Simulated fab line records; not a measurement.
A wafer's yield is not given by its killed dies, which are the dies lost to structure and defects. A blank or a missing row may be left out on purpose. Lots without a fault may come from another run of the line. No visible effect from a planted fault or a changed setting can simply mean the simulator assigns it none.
Struck lot and sound lot, side by side / flow rit_cmos / 43 steps out of a route of 202
Sound: the wafers L622.1, L622.2, L622.6. Wafers struck: L627.1, L627.3, L627.4. The cause is given at the end.
For every step that has rows: the tool of each side, followed by ch and its chambers, followed by its first start. Under that, the readings that differ: sound wafers / struck wafers / difference of the means / sigmas: that difference in standard deviations of wafers without a fault.
alike: readings with means less than 2 such deviations apart, plus words and numbers identical on both sides. not compared: withheld readings, readings lacking a value on some wafer, bounds such as >300 that could conceal the same value, and numbers that have no deviation in the record and whose values overlap.
Wherever a step has rows on one side only, a row that says differs or no value, or a row with sigmas, the two part there. Numbers that have no deviation but don't overlap get no sigmas and don't part them. A reading that every wafer of one side lacks parts them only if that side has two wafers or more.

first, 1 step without rows for these wafers: RIT_NSD_IMPLANT_08.
RIT_NSD_STRIP_09: strips in O2, time 180 s.
  sound on plasma_asher-01 ch 0,1, day 5 16:52; struck on plasma_asher-02 ch 0,1, day 6 17:47
  alike: drypump_motor_current_A, rf_refl_power_W
  not compared: rf_hours_counter_h
RIT_NSD_TW_MEAS_10:
  sound on film_metro-03, day 5 17:02; struck on film_metro-02, day 6 17:58
reading=NSD_TW; sound=3085 3112 3127; struck=3137 3140 3146; difference=+33; sigmas=+2
then, 6 steps without rows for these wafers: RIT_PSD_HMDS_00 (prime time 60 s); RIT_PSD_COAT_01 (resist thk 1000 nm); RIT_PSD_SOFTBAKE_02 (time 60 s); RIT_PSD_EXPOSE_03 (exposes mask M10, target cd 40900 nm); RIT_PSD_PEB_04; RIT_PSD_DEVELOP_05 (develop time 50 s).
RIT_PSD_OVL_MEAS_06:
  sound on overlay-01, day 5 18:04; struck on overlay-01, day 6 19:00
  alike: PSD_OVL
then, 2 steps without rows for these wafers: RIT_PSD_HARDBAKE_07 (time 60 s); RIT_PSD_IMPLANT_08.
RIT_PSD_STRIP_09: strips in O2, time 180 s.
  sound on plasma_asher-01 ch 0,1, day 5 18:25; struck on plasma_asher-01 ch 0,1, day 6 19:20
  alike: drypump_motor_current_A, rf_refl_power_W
  not compared: rf_hours_counter_h
RIT_PSD_TW_MEAS_10:
  sound on film_metro-02, day 5 18:35; struck on film_metro-01, day 6 19:31
  alike: PSD_TW
then, 4 steps without rows for these wafers: RIT_SDANNEAL_CLEAN_00 (cleans in SC1, time 600 s); RIT_SDANNEAL_CLEAN_01 (cleans in dHF, time 30 s); RIT_SDANNEAL_CLEAN_02 (cleans in SC2, time 600 s); RIT_SDANNEAL_RTA_03 (time 5 s).
RIT_SDANNEAL_RS_MEAS_04: the measuring method here is four-point-probe.
  sound on film_metro-01, day 5 19:06; struck on film_metro-03, day 6 20:02
  alike: PSD_RS
RIT_SDANNEAL_RS_MEAS_05: the measuring method here is four-point-probe.
  sound on film_metro-01, day 5 19:13; struck on film_metro-03, day 6 20:09
  alike: NSD_RS
RIT_SDANNEAL_RS_MEAS_06: the measuring method here is four-point-probe.
  sound on film_metro-01, day 5 19:20; struck on film_metro-03, day 6 20:16
  alike: PLDD_RS
RIT_SDANNEAL_RS_MEAS_07: the measuring method here is four-point-probe.
  sound on film_metro-01, day 5 19:28; struck on film_metro-03, day 6 20:23
reading=NLDD_RS (ohm/sq); sound=151.8 152.6 152.4; struck=151.0 151.3 151.5; difference=-1.0; sigmas=-2
then, 1 step without rows for these wafers: RIT_SILICIDE_WET_ETCH_00 (etches SiO2 in BOE, target depth 14 nm, time 15 s).
RIT_SILICIDE_SPUTTER_01: material Ti, target thk 30 nm, time 240 s.
  sound on pvd_sputter-04, day 5 19:35; struck on pvd_sputter-02, day 6 20:31
  alike: throttle_valve_pct
RIT_SILICIDE_RS_MEAS_02: the measuring method here is four-point-probe.
  sound on film_metro-03, day 5 19:44; struck on film_metro-01, day 6 20:40
reading=SILICIDE_TI_RS (ohm/sq); sound=53.4 53.7 53.0; struck=51.0 51.4 50.8; difference=-2.3; sigmas=-3
RIT_SILICIDE_THK_MEAS_03: measures by xrf.
  sound on film_metro-03, day 5 19:52; struck on film_metro-01, day 6 20:47
reading=SILICIDE_TI_THK (nm); sound=28.6 28.6 28.9; struck=29.8 29.6 29.8; difference=+1.0; sigmas=+3
RIT_SILICIDE_RTA_04: time 10 s, ramp up 5 s, ramp down 5 s.
  sound on rtp_anneal-02 ch 0, day 5 19:55; struck on rtp_anneal-01 ch 0, day 6 20:51
  alike: wafer_temp_C_max
then, 1 step without rows for these wafers: RIT_SILICIDE_WET_ETCH_05 (etches Ti in SPM, time 120 s).
RIT_SILICIDE_RTA_06: time 10 s, ramp up 5 s, ramp down 10 s.
  sound on rtp_anneal-01 ch 0, day 5 20:02; struck on rtp_anneal-02 ch 0, day 6 20:58
reading=wafer_temp_C_max; sound=754.4 755.4 754.8; struck=752.0 751.4 751.8; difference=-3.1; sigmas=-2
then, 1 step without rows for these wafers: RIT_CONTACT_CVD_00 (deposits SiO2 from TEOS, target thk 400 nm, time 61 s).
RIT_CONTACT_THK_MEAS_01:
  sound on film_metro-04, day 5 20:09; struck on film_metro-02, day 6 21:05
  alike: CONTACT_TEOS_THK
then, 6 steps without rows for these wafers: RIT_CONTACT_HMDS_02 (prime time 60 s); RIT_CONTACT_COAT_03 (resist thk 1000 nm); RIT_CONTACT_SOFTBAKE_04 (time 60 s); RIT_CONTACT_EXPOSE_05 (exposes mask M11, target cd 1000 nm); RIT_CONTACT_PEB_06; RIT_CONTACT_DEVELOP_07 (develop time 125.5 s).
RIT_CONTACT_CD_MEAS_08: the cd target is 1000 nm.
  sound on cd_sem-01, day 5 21:19; struck on cd_sem-02, day 6 22:07
  alike: cd_nm
RIT_CONTACT_OVL_MEAS_09:
  sound on overlay-01, day 5 21:26; struck on overlay-02, day 6 22:14
  alike: CONTACT_OVL
then, 1 step without rows for these wafers: RIT_CONTACT_HARDBAKE_10 (time 60 s).
RIT_CONTACT_ETCH_11: etches SiO2 in CHF3/CF4/Ar, stops on TiSi2, target depth 480 nm, time 320 s.
  sound on rie_diel-03 ch 0,2,3, day 5 21:37; struck on rie_diel-04 ch 0,1,2, day 6 22:25
  alike: drypump_motor_current_A, oes_product_au, throttle_valve_pct
  not compared: rf_hours_counter_h
then, 1 step without rows for these wafers: RIT_CONTACT_STRIP_12 (strips in O2, time 180 s).
RIT_M1_PROBE_99:
  sound on prober-01, day 6 02:50; struck on prober-02, day 7 06:40
reading=killed_at_front_end; sound=16 4 5; struck=26 30 26; difference=+19; sigmas=+7
reading=killed_dies; sound=16 4 5; struck=26 30 26; difference=+19; sigmas=+7
reading=killed_on_rim; sound=3 1 1; struck=11 12 8; difference=+9; sigmas=+6
  alike: killed_at_M0_to_M3, killed_at_contacts, killed_open, killed_short

WHERE THEY PART
Earliest at RIT_NSD_TW_MEAS_10; latest, in this record, at RIT_M1_PROBE_99.

WHY: whatever the simulator had introduced
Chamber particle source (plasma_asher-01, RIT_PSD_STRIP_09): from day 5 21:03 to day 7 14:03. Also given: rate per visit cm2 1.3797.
